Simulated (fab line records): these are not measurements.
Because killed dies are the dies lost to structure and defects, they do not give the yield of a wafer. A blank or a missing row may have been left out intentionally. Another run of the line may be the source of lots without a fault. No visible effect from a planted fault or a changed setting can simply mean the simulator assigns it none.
Split-lot trial -- flow berkeley_cmos170 -- 23 wafers read from 5 lots, route of 331 steps

## ABOUT THE SPLIT
At UCB170_NVT_COAT_01 (resist thk 900 nm), the setting spin_rpm was moved away from the recipe's 1500 rpm on 5 of the 23 wafers read, by -6.6% to +2.1%. The other wafers ran this setting at the recipe's value.

The reading comes from the split's own step.

## THE READING
KrF_of_NVT_COAT_01.thk_nm (the simulator's own value, which no gauge read), in nm, at UCB170_NVT_COAT_01 (resist thk 900 nm). No usual value for it is given in the file. Across the 18 wafers here that went through the recipe, the average is 902.3 nm and the standard deviation 2.1 nm.

wafer,"tool, chamber at the split","spin_rpm as run, rpm",against the recipe,"KrF_of_NVT_COAT_01.thk_nm, nm",against lot-mates on the recipe
L074.1,"litho_track-03, 0",1500,recipe,903.6,-
L074.3,"litho_track-03, 0",1531,+2.1%,897.1,-6.6
L074.4,"litho_track-03, 0",1500,recipe,904.2,-
L074.5,"litho_track-03, 0",1500,recipe,903.4,-
L074.6,"litho_track-03, 0",1531,+2.1%,897.2,-6.5
L077.2,"litho_track-01, 0",1500,recipe,898.7,-
L077.3,"litho_track-01, 0",1500,recipe,900.4,-
L077.4,"litho_track-01, 0",1500,recipe,898.4,-
L077.5,"litho_track-01, 0",1500,recipe,899.2,-
L077.6,"litho_track-01, 0",1500,recipe,899.5,-
L081.2,"litho_track-01, 0",1500,recipe,901.2,-
L081.3,"litho_track-01, 0",1500,recipe,903,-
L081.4,"litho_track-01, 0",1401,-6.6%,931.6,+29.5
L081.5,"litho_track-01, 0",1401,-6.6%,931.2,+29.1
L081.6,"litho_track-01, 0",1401,-6.6%,934.3,+32.2
L084.1,"litho_track-01, 0",1500,recipe,903.7,-
L084.4,"litho_track-01, 0",1500,recipe,905.3,-
L084.5,"litho_track-01, 0",1500,recipe,902.7,-
L085.1,"litho_track-03, 0",1500,recipe,903.4,-
L085.5,"litho_track-03, 0",1500,recipe,903.4,-
L085.3,"litho_track-03, 0",1500,recipe,904.2,-
L085.4,"litho_track-03, 0",1500,recipe,904.2,-
L085.6,"litho_track-03, 0",1500,recipe,902.3,-

FIT RESULTS
A straight line over all 23 wafers: KrF_of_NVT_COAT_01.thk_nm changes by -4.38 nm for each +1% of spin_rpm; r = -0.98; the points scatter about the line by 2.3 nm.
The same after taking each lot's own level away (the mean of its wafers on the recipe; 23 wafers): -4.46 nm for each +1%; r = -0.99; scatter 1.2 nm.
That fit puts the effect of the largest move of spin_rpm on the reading at 29 nm.
The lots' own levels span 899.24 to 903.90 nm, that is 2.2 times the standard deviation above.
Consequently the slope shifts little with the lot-to-lot level, the two slopes agreeing.
Check: with one of the wafers moved furthest among these (-6.6%) left out of the fit, the line predicts +29.9 nm for it against its lot-mates. Against them it came out at +29.5 nm.

## OTHER SPLITS ON THESE WAFERS
Note: prior to the reading, these wafers also went through further splits. Each is held against what the fit with the lots' levels taken away leaves over:
other split on the same wafers,wafers away from the commonest value,r with KrF_of_NVT_COAT_01.thk_nm (lot level and that fit taken away)
UCB170_START_OXIDATION_02 temp_c,18,-0.10
UCB170_NWELL_COAT_07 resist_thk_nm,6,-0.09
UCB170_NWELL_IMPLANT_14 energy_kev,6,+0.20
UCB170_PWELL_CVD_05 time_s,15,+0.10
UCB170_PWELL_IMPLANT_15 energy_kev,7,+0.05
UCB170_ACTIVE_CVD_05 sih2cl2_flow_sccm,10,+0.33
UCB170_FIELD_OXIDATION_01 ox_time_s,18,-0.28

## FILE'S OWN FIT
KrF_of_NVT_COAT_01.thk_nm changes by -4.46 nm for each +1% of spin_rpm, r = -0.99.
